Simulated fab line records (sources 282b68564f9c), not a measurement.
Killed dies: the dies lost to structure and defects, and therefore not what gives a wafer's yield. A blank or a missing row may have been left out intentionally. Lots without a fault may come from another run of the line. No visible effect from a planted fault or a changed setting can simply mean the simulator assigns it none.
Struck lot and sound lot, side by side || flow rit-cmos || 17 steps out of a route of 202
Sound: these wafers, L798.3, L798.4, L798.6. Wafers struck: L796.2, L796.3, L796.5. At the end, the cause is stated.
At each step with rows: each side's tool, then ch and its chambers, then its first start. Under that, the readings that differ: sound wafers || struck wafers || difference of the means || sigmas: that difference in standard deviations of wafers without a fault.
alike: readings whose means differ by less than 2 such deviations, and words and numbers that are the same on both sides. not compared: withheld readings, readings that some wafer has no value for, bounds like >300 that may hide the same value, and numbers for which the record gives no deviation and whose values overlap.
A row with sigmas, a row that says differs or no value, or rows on one side alone: a step with any of these is where the two part. When numbers do not overlap yet have no deviation, they are printed without sigmas and do not part them. Lack of a reading on every wafer of one side parts them only where that side has two or more wafers.

RIT_PWELL_TW_MEAS_10:
  sound on film-metro-02 at day 4 16:05; struck on film-metro-01 at day 4 06:52
{"reading": "PWELL_TW", "sound": "937 942 936", "struck": "964 966 969", "difference": "+28", "sigmas": "+3"}
then, 1 step without rows for these wafers: RIT_WELLDRIVE_ANNEAL_00 (time 14700 s).
RIT_WELLDRIVE_RS_MEAS_01: a four-point-probe measurement.
  sound on film-metro-01 at day 4 22:17; struck on film-metro-01 at day 4 12:01
  alike: NWELL_RS
RIT_WELLDRIVE_RS_MEAS_02: a four-point-probe measurement.
  sound on film-metro-01 at day 4 22:24; struck on film-metro-01 at day 4 12:08
  alike: PWELL_RS
then, 6 steps without rows for these wafers: RIT_NRETRO_HMDS_00 (prime time 60 s); RIT_NRETRO_COAT_01 (resist thk 1300 nm); RIT_NRETRO_SOFTBAKE_02 (time 60 s); RIT_NRETRO_EXPOSE_03 (exposes mask M4, target cd 43900 nm); RIT_NRETRO_PEB_04; RIT_NRETRO_DEVELOP_05 (develop time 68 s).
RIT_NRETRO_OVL_MEAS_06:
  sound on overlay-01 at day 4 23:22; struck on overlay-01 at day 4 13:15
  alike: NRETRO_OVL
then, 1 step without rows for these wafers: RIT_NRETRO_HARDBAKE_07 (time 120 s).
RIT_NRETRO_IMPLANT_08:
  sound on implanter-01 ch 0, day 4 23:41; struck on implanter-02 ch 0, day 4 13:33
{"reading": "beam-energy-keV", "sound": "69.995 69.999 69.994", "struck": "94.527 94.465 94.527", "difference": "+24.510", "sigmas": "+99 or more"}
{"reading": "model.implant.rp-nm (nm)", "sound": "84.23 84.23 84.23", "struck": "116.7 116.7 116.7", "difference": "+32.5", "sigmas": ""}
{"reading": "model.implant.drp-nm (nm)", "sound": "33.94 33.94 33.94", "struck": "43.45 43.45 43.45", "difference": "+9.51", "sigmas": ""}
  alike: end-station-pressure-torr
RIT_NRETRO_STRIP_09: strips in O2, time 180 s.
  sound on plasma-asher-01 ch 0,1, day 4 23:51; struck on plasma-asher-01 ch 0,1, day 4 13:41
  alike: drypump-motor-current-A
  not compared: rf-hours-counter-h
RIT_NRETRO_TW_MEAS_10:
  sound on film-metro-04 at day 4 23:59; struck on film-metro-02 at day 4 13:52
{"reading": "NRETRO_TW", "sound": "1040 1040 1041", "struck": "1109 1116 1116", "difference": "+73", "sigmas": "+9"}
then, 1 step without rows for these wafers: RIT_PRETRO_HMDS_00 (prime time 60 s).
RIT_M1_PROBE_99:
  sound on prober-01 at day 6 06:13; struck on prober-01 at day 5 17:11
{"reading": "model.etest.pmos_0p3.r-on-ohm-um", "sound": "6044 6099 6288", "struck": "5812 5799 5904", "difference": -305, "sigmas": ""}
{"reading": "model.etest.pmos_0p15.drive-ua-um", "sound": "265.4 265.4 257.9", "struck": "273.2 276.7 280.7", "difference": "+14.0", "sigmas": ""}
{"reading": "model.etest.pmos-turned.drive-ua-um", "sound": "204.1 208.8 201.1", "struck": "213.1 215.7 219.1", "difference": "+11.3", "sigmas": ""}
{"reading": "model.etest.pmos-narrow.drive-ua-um", "sound": "107.7 107.4 105.2", "struck": "118.6 119.2 117", "difference": "+11.5", "sigmas": ""}
{"reading": "model.etest.pmos_0p3.drive-ua-um", "sound": "106.4 103.2 100.9", "struck": "115.5 113.6 114.7", "difference": "+11.1", "sigmas": ""}
  alike: killed_at_M0_to_M3, killed-at-contacts, killed-at-front-end, killed-dies, killed-open, killed-short
  not compared: model.etest.pmos-turned.r-on-ohm-um, model.etest.pmos_0p15.r-on-ohm-um, model.etest.well-edge-right.line-ohm-um

== WHERE THEY PART ==
Last at RIT_NRETRO_TW_MEAS_10 as far as this record goes, first at RIT_PWELL_TW_MEAS_10. Later steps at which nothing parts them and some readings are alike: RIT_M1_PROBE_99.

WHY: what the simulator had put in
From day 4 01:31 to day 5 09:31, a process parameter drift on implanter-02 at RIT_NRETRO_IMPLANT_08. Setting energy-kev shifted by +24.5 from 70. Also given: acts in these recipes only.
